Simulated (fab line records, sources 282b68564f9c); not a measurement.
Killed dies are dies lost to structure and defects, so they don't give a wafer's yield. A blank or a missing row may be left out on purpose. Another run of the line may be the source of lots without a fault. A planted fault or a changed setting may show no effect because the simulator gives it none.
fab line records	flow rit_cmos
[record] lots = 7	wafers = 21	last_day = 7
route steps=202 shown NRETRO@60 PRETRO@64 GATE@75 M1@202
lots that met no fault: taken from a fault-free run of the same line
start_h: hours from the record's opening day to when the first of the lot's shown wafers began	wait_h: hours since the lot's step before	" as in the row above	L1.1+2: a row that stands for several wafers	- no value, or no start was given	* or withheld: withheld	< > ~ a bound
route shown NAME@n: a module of which the file shows steps, and the number in the route of the first	usual: the fault-free wafers' mean and standard deviation	same: alike in all rows	chamber/n: place in a boat	sites: per-site readings	_std_site: standard deviation of those values	_edge_site: the outer-site mean with the inner-site mean subtracted	radius_mm: how far each site lies from the wafer's centre	mask NAME#n: copy n	behind: the most recent tool/chamber to have shaped the wafer	hold: why the lot went on hold/how many hours it stayed there/how the hold came to an end	device: whichever transistor did not switch (one of n, p or np)	end of line: tests run on the same wafers once the route is complete	a step with no rows: only its recipe	killed: dies that structure and defects cost at the first sort, which is not the same as the wafer's yield	map: a wafer's dies, marking killed ones x, the rest . and places with no die _
set.NAME: the run value of the setting; set.NAME@STEP: its run value at that earlier step	model.NAME: the simulator's own value behind a step, which no gauge read
lots at some steps of the route; a table a step, a row a wafer
services: from which hour (start_h, from the record's first day; less than 0 if before it) a tool's chamber was out of use, for how many hours, and why
[[steps]]
[step RIT_NRETRO_HARDBAKE_07]
[recipe] resist = NOVOLAK	temp_c = 140	time_s = 120
[step RIT_NRETRO_IMPLANT_08]
[recipe] species = P	energy_kev = 70	dose_cm2 = 1.02e+13	tilt_deg = 7
[step RIT_NRETRO_STRIP_09]
[recipe] chemistry = O2	time_s = 180	resist = NOVOLAK	platen_temp_c = withheld	power_w = 500	pressure_mtorr = 4000	o2_flow_sccm = 4000
[usual] drypump_motor_current_A = 6.0/0.56
lot.wafer	tool	chamber	start_h	wait_h	drypump_motor_current_A	rf_hours_counter_h
L464.1	plasma_asher-01	0	36.04	0.1	5.5	41
L464.2	"	1	"	"	6.5	41
L464.3	"	1	"	"	6.5	-
L466.1	plasma_asher-02	0	47.55	0.1	5.9	37
L466.3	"	1	"	"	4.8	-
L466.5	"	1	"	"	4.8	-
L469.3	plasma_asher-02	1	61.44	0.1	4.8	-
L469.5	"	0	"	"	6.0	-
L469.6	"	1	"	"	4.8	-
L471.1	plasma_asher-03	0	72.13	0.1	6.2	44
L471.3	"	0	"	"	6.2	-
L471.4	"	1	"	"	6.6	-
L472.1	plasma_asher-03	0	75.32	0.1	6.2	44
L472.5	"	1	"	"	6.5	-
L472.6	"	0	"	"	6.2	-
L474.3	plasma_asher-03	1	87.14	0.1	6.6	-
L474.4	"	0	"	"	6.2	-
L474.5	"	1	"	"	6.6	-
L484.2	plasma_asher-03	0	137.14	0.1	6.2	50
L484.5	"	0	"	"	6.3	-
L484.6	"	1	"	"	6.6	-
[step RIT_NRETRO_TW_MEAS_10]
[usual] NRETRO_TW = 1060/7.6
lot.wafer	tool	chamber	start_h	wait_h	NRETRO_TW
L464.1	film_metro-02	-	36.21	0.1	1074
L464.2	"	-	"	"	1064
L464.3	"	-	"	"	1071
L466.1	film_metro-01	-	47.72	0.1	1059
L466.3	"	-	"	"	1059
L466.5	"	-	"	"	1057
L469.3	film_metro-02	-	61.58	0.1	1068
L469.5	"	-	"	"	1073
L469.6	"	-	"	"	1069
L471.1	film_metro-01	-	72.30	0.1	1058
L471.3	"	-	"	"	1061
L471.4	"	-	"	"	1056
L472.1	film_metro-02	-	75.50	0.1	1065
L472.5	"	-	"	"	1071
L472.6	"	-	"	"	1070
L474.3	film_metro-01	-	87.28	0.1	1048
L474.4	"	-	"	"	1054
L474.5	"	-	"	"	1057
L484.2	film_metro-04	-	137.33	0.1	1053
L484.5	"	-	"	"	1056
L484.6	"	-	"	"	1055
[step RIT_PRETRO_HMDS_00]
[recipe] prime_time_s = 60	prime_temp_c = 140
[step RIT_PRETRO_COAT_01]
[recipe] resist = NOVOLAK	spin_rpm = 2000	resist_thk_nm = 1300
[step RIT_PRETRO_SOFTBAKE_02]
[recipe] resist = NOVOLAK	temp_c = 90	time_s = 60
[step RIT_PRETRO_EXPOSE_03]
[recipe] mask_id = M5	na = 0.57	target_cd_nm = 43700	dose_mj = 250
[step RIT_PRETRO_PEB_04]
[recipe] resist = NOVOLAK	temp_c = withheld	time_s = withheld
[step RIT_PRETRO_DEVELOP_05]
[recipe] resist = NOVOLAK	develop_time_s = 68	dev_temp_c = 23
[step RIT_PRETRO_OVL_MEAS_06]
[usual] PRETRO_OVL = -1.0/1.4
lot.wafer	tool	chamber	start_h	wait_h	PRETRO_OVL[nm]
L464.1	overlay-01	-	37.15	-	-1.1
L464.2	"	-	"	"	-1.0
L464.3	"	-	"	"	-1.3
L466.1	overlay-02	-	48.79	-	0.2
L466.3	"	-	"	"	0.0
L466.5	"	-	"	"	0.4
L469.3	overlay-01	-	62.71	-	-1.5
L469.5	"	-	"	"	-0.8
L469.6	"	-	"	"	0.3
L471.1	overlay-01	-	73.37	-	-1.8
L471.3	"	-	"	"	-1.9
L471.4	"	-	"	"	-2.1
L472.1	overlay-01	-	76.44	-	-2.2
L472.5	"	-	"	"	-1.1
L472.6	"	-	"	"	-1.9
L474.3	overlay-01	-	88.34	-	-3.1
L474.4	"	-	"	"	-2.3
L474.5	"	-	"	"	-1.6
L484.2	overlay-01	-	138.27	-	0.0
L484.5	"	-	"	"	-2.3
L484.6	"	-	"	"	0.7
[step RIT_PRETRO_HARDBAKE_07]
[recipe] resist = NOVOLAK	temp_c = 140	time_s = 120
[step RIT_PRETRO_IMPLANT_08]
[recipe] species = B	energy_kev = 45	dose_cm2 = 1.2e+13	tilt_deg = 7
[usual] dose_ions_cm2 = 1.2e+13/1.3e+10	end_station_pressure_torr = 5.01e-06/2.7e-07	faraday_current_uA = 38.0/0.78
lot.wafer	tool	chamber	start_h	wait_h	dose_ions_cm2	end_station_pressure_torr	faraday_current_uA
L464.1	implanter-01	0	37.44	0.2	1.1997e+13	4.89e-06	37.5
L464.2	"	0	"	"	1.2009e+13	4.98e-06	37.8
L464.3	"	0	"	"	1.1991e+13	5.29e-06	38.3
L466.1	implanter-01	0	49.07	0.2	1.2012e+13	4.28e-06	37.9
L466.3	"	0	"	"	1.2008e+13	4.97e-06	38.9
L466.5	"	0	"	"	1.2018e+13	5.02e-06	37.0
L469.3	implanter-01	0	63.03	0.2	1.3005e+13	5.05e-06	41.1
L469.5	"	0	"	"	1.3016e+13	4.9e-06	41.0
L469.6	"	0	"	"	1.3022e+13	5.39e-06	41.5
L471.1	implanter-01	0	73.66	0.2	1.3023e+13	4.87e-06	40.5
L471.3	"	0	"	"	1.2995e+13	4.9e-06	41.4
L471.4	"	0	"	"	1.3003e+13	5.49e-06	40.9
L472.1	implanter-01	0	76.75	0.2	1.3027e+13	5.07e-06	41.9
L472.5	"	0	"	"	1.3018e+13	5e-06	40.7
L472.6	"	0	"	"	1.3025e+13	5.37e-06	41.0
L474.3	implanter-02	0	88.66	0.2	1.2012e+13	5.39e-06	37.6
L474.4	"	0	"	"	1.2003e+13	5.24e-06	38.9
L474.5	"	0	"	"	1.2006e+13	4.95e-06	38.3
L484.2	implanter-01	0	138.57	0.2	1.1995e+13	5.4e-06	38.9
L484.5	"	0	"	"	1.1994e+13	4.8e-06	39.0
L484.6	"	0	"	"	1.2002e+13	4.76e-06	38.1
[step RIT_PRETRO_STRIP_09]
[recipe] chemistry = O2	time_s = 180	resist = NOVOLAK	platen_temp_c = withheld	power_w = 500	pressure_mtorr = 4000	o2_flow_sccm = 4000
[usual] drypump_motor_current_A = 5.8/0.62
lot.wafer	tool	chamber	start_h	wait_h	drypump_motor_current_A	rf_hours_counter_h
L464.1	plasma_asher-02	0	37.59	0.1	5.9	36
L464.2	"	1	"	"	4.9	36
L464.3	"	1	"	"	4.8	-
L466.1	plasma_asher-04	1	49.22	0.1	5.3	26
L466.3	"	1	"	"	5.3	-
L466.5	"	0	"	"	6.3	-
L469.3	plasma_asher-02	0	63.19	0.1	5.9	-
L469.5	"	0	"	"	5.9	-
L469.6	"	1	"	"	4.8	-
L471.1	plasma_asher-03	1	73.81	0.1	6.6	44
L471.3	"	1	"	"	6.5	-
L471.4	"	0	"	"	6.2	-
L472.1	plasma_asher-04	1	76.90	0.1	5.3	29
L472.5	"	0	"	"	6.3	-
L472.6	"	1	"	"	5.3	-
L474.3	plasma_asher-03	0	88.82	0.1	6.2	-
L474.4	"	1	"	"	6.5	-
L474.5	"	0	"	"	6.2	-
L484.2	plasma_asher-03	0	138.70	0.1	6.2	50
L484.5	"	0	"	"	6.2	-
L484.6	"	1	"	"	6.6	-
[step RIT_PRETRO_TW_MEAS_10]
[usual] PRETRO_TW = 474.9/2.8
lot.wafer	tool	chamber	start_h	wait_h	PRETRO_TW
L464.1	film_metro-01	-	37.76	0.1	478.0
L464.2	"	-	"	"	475.7
L464.3	"	-	"	"	477.1
L466.1	film_metro-04	-	49.40	0.1	474.2
L466.3	"	-	"	"	469.6
L466.5	"	-	"	"	469.6
L469.3	film_metro-03	-	63.33	0.1	489.0
L469.5	"	-	"	"	489.4
L469.6	"	-	"	"	486.4
L471.1	film_metro-01	-	73.98	0.1	485.3
L471.3	"	-	"	"	486.2
L471.4	"	-	"	"	486.5
L472.1	film_metro-03	-	77.08	0.1	493.3
L472.5	"	-	"	"	491.8
L472.6	"	-	"	"	490.5
L474.3	film_metro-01	-	88.96	0.1	473.4
L474.4	"	-	"	"	475.7
L474.5	"	-	"	"	473.7
L484.2	film_metro-03	-	138.88	0.1	476.8
L484.5	"	-	"	"	477.6
L484.6	"	-	"	"	474.6
[step RIT_GATE_WET_ETCH_00]
[recipe] chemistry = BOE	target = SiO2	target_depth_nm = 56	time_s = 60	dry = n2_spin	dilution = 10:1	temp_c = 21.5
[step RIT_M1_PROBE_99]
[usual] killed_at_contacts = 0.1/0.3	killed_at_front_end = 7/3.4	killed_dies = 7/3.4	killed_on_rim = 1.9/1.4	killed_open = 3.6/2.1	killed_short = 3.5/2.1
[same] gross_dies = 264	killed_at_M0_to_M3 = 0	killed_at_M4_up = 0	killed_at_back_side = 0	killed_at_other = 0
lot.wafer	tool	chamber	start_h	wait_h	killed_at_contacts	killed_at_front_end	killed_dies	killed_on_rim	killed_open	killed_short	model.etest.cap_n_gate.c_min_ff_um2	model.etest.nmos_0p3.vt_sat_v	model.etest.nmos_0p3.vt_v	model.etest.nmos_narrow.vt_v
L464.1	prober-02	-	63.87	0.1	1	10	11	1	5	6	2.365	0.5558	0.573	0.6086
L464.2	prober-02	-	63.92	0.1	0	7	7	2	3	4	2.369	0.5461	0.564	0.6014
L464.3	prober-02	-	63.97	0.2	0	8	8	2	4	4	2.373	0.5429	0.5586	0.5946
L466.1	prober-02	-	77.34	0.1	0	5	5	2	3	2	2.386	0.5619	0.5783	0.6137
L466.3	prober-02	-	77.44	0.2	2	3	5	3	2	3	2.383	0.5584	0.5774	0.6106
L466.5	prober-02	-	77.54	0.2	0	1	1	0	0	1	2.38	0.5477	0.5646	0.6034
L469.3	prober-01	-	92.75	0.2	0	10	10	4	5	5	2.416	0.5646	0.5776	0.6152
L469.5	prober-01	-	92.85	0.2	0	6	6	1	3	3	2.43	0.556	0.5751	0.6087
L469.6	prober-01	-	92.90	0.2	0	6	6	0	3	3	2.422	0.5669	0.5844	0.6217
L471.1	prober-01	-	99.83	0.1	0	11	11	4	5	6	2.419	0.5604	0.5781	0.6157
L471.3	prober-01	-	99.93	0.2	0	7	7	3	3	4	2.436	0.561	0.5771	0.611
L471.4	prober-01	-	99.98	0.2	0	7	7	2	4	3	2.418	0.5567	0.5756	0.6105
L472.1	prober-02	-	103.92	0.1	0	8	8	3	6	2	2.438	0.5721	0.5894	0.6235
L472.5	prober-02	-	104.12	0.2	0	5	5	1	4	1	2.448	0.5666	0.5841	0.6172
L472.6	prober-02	-	104.17	0.2	1	6	7	3	4	3	2.443	0.5713	0.5865	0.6251
L474.3	prober-02	-	118.83	0.2	0	13	13	3	6	7	2.377	0.5534	0.5695	0.6085
L474.4	prober-02	-	118.88	0.2	0	4	4	2	3	1	2.367	0.5607	0.575	0.6149
L474.5	prober-02	-	118.93	0.2	0	9	9	5	7	2	2.375	0.5608	0.5767	0.6165
L484.2	prober-01	-	168.03	0.1	0	9	9	5	5	4	2.376	0.5654	0.5826	0.6218
L484.5	prober-01	-	168.18	0.2	0	9	9	3	5	4	2.372	0.5602	0.5752	0.6147
L484.6	prober-01	-	168.23	0.2	0	9	9	5	2	7	2.388	0.5552	0.5726	0.6119
// killed by level:class
L464.1 GATE:geometric_particle:open=4 GATE:geometric_particle:short=2 FOX2:geometric_particle:short=1 REOX:geometric_particle:short=1 SPACER:geometric_particle:open=1 SPACER:geometric_particle:short=1 CONTACT:geometric_particle:short=1
L464.2 GATE:geometric_particle:short=3 GATE:geometric_particle:open=2 SPACER:geometric_particle:open=1 SILICIDE:geometric_particle:short=1
L464.3 GATE:geometric_particle:short=3 SILICIDE:geometric_particle:open=2 GATE:geometric_particle:open=1 FOX1:geometric_particle:open=1 SPACER:geometric_particle:short=1
L466.1 FOX1:geometric_particle:open=2 FOX2:geometric_particle:short=1 REOX:geometric_particle:short=1 SILICIDE:geometric_particle:open=1
L466.3 FOX1:geometric_particle:open=1 GATE:geometric_particle:short=1 REOX:geometric_particle:short=1 CONTACT:geometric_particle:open=1 CONTACT:geometric_particle:short=1
L466.5 SPACER:geometric_particle:short=1
L469.3 GATE:geometric_particle:open=4 GATE:geometric_particle:short=3 FOX1:geometric_particle:short=1 REOX:geometric_particle:short=1 REOX:geometric_particle:open=1
L469.5 SILICIDE:geometric_particle:open=2 FOX2:geometric_particle:short=1 GATE:geometric_particle:open=1 GATE:geometric_particle:short=1 SPACER:geometric_particle:short=1
L469.6 GATE:geometric_particle:short=3 GATE:geometric_particle:open=2 REOX:geometric_particle:open=1
L471.1 FOX1:geometric_particle:short=2 GATE:geometric_particle:short=2 REOX:geometric_particle:short=2 SPACER:geometric_particle:open=2 FOX1:geometric_particle:open=1 FOX2:geometric_particle:open=1 GATE:geometric_particle:open=1
L471.3 FOX2:geometric_particle:open=2 GATE:geometric_particle:short=2 FOX1:geometric_particle:short=1 FOX2:geometric_particle:short=1 REOX:geometric_particle:open=1
L471.4 FOX1:geometric_particle:open=2 GATE:geometric_particle:open=2 FOX1:geometric_particle:short=1 GATE:geometric_particle:short=1 REOX:geometric_particle:short=1
L472.1 REOX:geometric_particle:open=2 FOX1:geometric_particle:open=1 FOX2:geometric_particle:open=1 GATE:geometric_particle:open=1 GATE:geometric_particle:short=1 SPACER:geometric_particle:short=1 SILICIDE:geometric_particle:open=1
L472.5 FOX1:geometric_particle:short=1 FOX2:geometric_particle:open=1 GATE:geometric_particle:open=1 REOX:geometric_particle:open=1 SPACER:geometric_particle:open=1
L472.6 FOX2:geometric_particle:open=3 FOX1:geometric_particle:short=1 GATE:geometric_particle:short=1 REOX:geometric_particle:short=1 CONTACT:geometric_particle:open=1
L474.3 GATE:geometric_particle:open=4 GATE:geometric_particle:short=4 FOX1:geometric_particle:open=2 FOX1:geometric_particle:short=1 SPACER:geometric_particle:short=1 SILICIDE:geometric_particle:short=1
L474.4 FOX1:geometric_particle:open=2 FOX1:geometric_particle:short=1 GATE:geometric_particle:open=1
L474.5 GATE:geometric_particle:open=4 GATE:geometric_particle:short=2 SILICIDE:geometric_particle:open=2 FOX2:geometric_particle:open=1
L484.2 REOX:geometric_particle:short=2 SPACER:geometric_particle:open=2 ACTIVE:geometric_particle:open=1 FOX1:geometric_particle:open=1 FOX1:geometric_particle:short=1 FOX2:geometric_particle:open=1 GATE:geometric_particle:short=1
L484.5 GATE:geometric_particle:short=2 GATE:geometric_particle:open=2 FOX1:geometric_particle:open=1 REOX:geometric_particle:short=1 REOX:geometric_particle:open=1 SPACER:geometric_particle:short=1 SPACER:geometric_particle:open=1
L484.6 SPACER:geometric_particle:short=3 REOX:geometric_particle:short=2 GATE:geometric_particle:short=1 SILICIDE:geometric_particle:open=1 SPACER:geometric_particle:open=1 SILICIDE:geometric_particle:short=1
[[services]]
tool	chamber	start_h	hours	kind
plasma_asher-04	-	28.31	5.7	repair
plasma_asher-03	-	70.37	1.0	repair
plasma_asher-02	-	77.49	2.8	pm
plasma_asher-03	-	93.07	7.8	repair
plasma_asher-02	-	108.75	9.0	pm
plasma_asher-02	0	108.75	9.0	vent_cycle
plasma_asher-02	1	108.75	9.0	vent_cycle
plasma_asher-02	0	117.75	-	clean
plasma_asher-02	1	117.75	-	clean
[[key]]
[first_sign] step = RIT_PRETRO_IMPLANT_08	reading = dose_ions_cm2	direction = up	sigmas = 80	usual = 1.2e+13	struck = 1.3015e+13
[effect] step = RIT_PRETRO_IMPLANT_08	reading = faraday_current_uA	direction = up	sigmas = 4	usual = 38.0	struck = 41.1
[effect] step = RIT_PRETRO_TW_MEAS_10	reading = PRETRO_TW	direction = up	sigmas = 5	usual = 474.9	struck = 488.7
[model_effect] step = RIT_M1_PROBE_99	value = etest.cap_n_gate.c_min_ff_um2	without = 2.404	struck = 2.43
met_at RIT_PRETRO_IMPLANT_08
struck_wafers L469.3,L469.5,L469.6,L471.1,L471.3,L471.4,L472.1,L472.5,L472.6
tester_left_out L469,L471,L472
onset_between 49.07 63.03
[fault] kind = process_parameter_drift	tool = implanter-01	chamber = -	onset_h = 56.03	steps = RIT_PRETRO_IMPLANT_08	channel = dose_cm2	offset = 1.0007e+12	shape = step	end_h = 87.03	acts_in = these_recipes_only	stated = 1.2e+13
// tester_left_out: of these lots the tester's yield and bins aren't shown, on N5 and GAA mostly nor the transistor test; their killed dies are dies lost to structure and defects alone, not to doping, threshold or leakage, so they don't give the yield
